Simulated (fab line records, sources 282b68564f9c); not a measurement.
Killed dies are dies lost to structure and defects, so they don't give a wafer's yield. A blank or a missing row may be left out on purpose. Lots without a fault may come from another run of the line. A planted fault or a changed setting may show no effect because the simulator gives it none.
A struck lot beside a sound one | flow rit_cmos | 21 steps out of a route of 202
Sound: wafers L162.2, L162.3, L162.4. Struck: wafers L166.2, L166.4, L166.5. The cause comes at the end.
At each step with rows: each side's tool, then ch and its chambers, then its first start. Under that, the readings that differ: sound wafers | struck wafers | difference of the means | sigmas: that difference in standard deviations of wafers without a fault.
alike: readings whose means differ by less than 2 such deviations, and words and numbers that are the same on both sides. not compared: withheld readings, readings that some wafer has no value for, bounds like >300 that may hide the same value, and numbers for which the record gives no deviation and whose values overlap.
The two part at a step that has a row with sigmas, a row that says differs or no value, or rows on one side only. Numbers that don't overlap but have no deviation are shown without sigmas and don't part them. A reading that every wafer of one side lacks parts them only if that side has two wafers or more.

first, 4 steps without rows for these wafers: RIT_ACTIVE_CLEAN_15 (cleans in SC1, time 600 s); RIT_ACTIVE_CLEAN_16 (cleans in dHF, time 30 s); RIT_ACTIVE_CLEAN_17 (cleans in SC2, time 600 s); RIT_FOX1_OXIDATION_00 (target thk 350.7 nm, ox time 1130 s).
RIT_FOX1_THK_MEAS_01:
  sound on film_metro-02, day 3 12:37; struck on film_metro-04, day 4 09:38
  alike: FOX1_OXIDE_THK
then, 2 steps without rows for these wafers: RIT_FOX1_WET_ETCH_02 (etches SiO2 in BOE, target depth 350 nm, time 390 s); RIT_FOX2_OXIDATION_00 (target thk 350.7 nm, ox time 1130 s).
RIT_FOX2_THK_MEAS_01:
  sound on film_metro-02, day 3 16:10; struck on film_metro-01, day 4 11:37
  reading             | sound       | struck      | difference | sigmas
  FOX2_OXIDE_THK (nm) | 342 348 343 | 328 336 329 | -13        | -2
then, 2 steps without rows for these wafers: RIT_FOX2_CLEAN_02 (cleans in dHF, time 180 s); RIT_FOX2_WET_ETCH_03 (etches Si3N4 in H3PO4, target depth 195 nm, time 2700 s).
RIT_FOX2_THK_MEAS_90:
  sound on film_metro-03, day 3 17:03; struck on film_metro-02, day 4 12:29
  reading                     | sound       | struck      | difference | sigmas
  FIELD_OXIDE_LEFT_1_THK (nm) | 314 320 315 | 301 308 302 | -13        | -2
then, 1 step without rows for these wafers: RIT_NWELL_HMDS_00 (prime time 60 s).
RIT_NWELL_COAT_01: resist thk 1300 nm.
  sound on litho_track-01 ch 0, day 3 17:16; struck on litho_track-01 ch 0, day 4 12:43
  reading                                    | sound          | struck         | difference | sigmas
  model.NOVOLAK_of_NWELL_COAT_01.thk_nm (nm) | 1301 1299 1301 | 1315 1317 1318 | +16        |
then, 4 steps without rows for these wafers: RIT_NWELL_SOFTBAKE_02 (time 60 s); RIT_NWELL_EXPOSE_03 (exposes mask M2, target cd 43900 nm); RIT_NWELL_PEB_04; RIT_NWELL_DEVELOP_05 (develop time 68 s).
RIT_NWELL_OVL_MEAS_06:
  sound on overlay-02, day 3 17:59; struck on overlay-02, day 4 13:26
  alike: NWELL_OVL
RIT_NWELL_HARDBAKE_07: time 120 s.
  sound on litho_track-03 ch 0, day 3 18:04; struck on litho_track-03 ch 0, day 4 13:30
  reading                                    | sound          | struck         | difference | sigmas
  model.NOVOLAK_of_NWELL_COAT_01.thk_nm (nm) | 1138 1136 1137 | 1150 1152 1152 | +14        |
then, 1 step without rows for these wafers: RIT_NWELL_IMPLANT_08.
-- the record jumps here: 2 days lie between the struck wafers' starts before and after (it left off in module NWELL and takes up again in module M1, whose first step shown is number 202 of the route) --
RIT_M1_PROBE_99:
  sound on prober-02, day 5 10:41; struck on prober-02, day 6 18:06
  reading     | sound | struck | difference | sigmas
  killed_open | 4 8 9 | 3 0 4  | -5         | -2
  alike: killed_at_front_end, killed_dies, killed_short

WHERE THEY PART
First at RIT_FOX2_THK_MEAS_01; last, within this record, at RIT_M1_PROBE_99.

WHY: what the simulator had put in
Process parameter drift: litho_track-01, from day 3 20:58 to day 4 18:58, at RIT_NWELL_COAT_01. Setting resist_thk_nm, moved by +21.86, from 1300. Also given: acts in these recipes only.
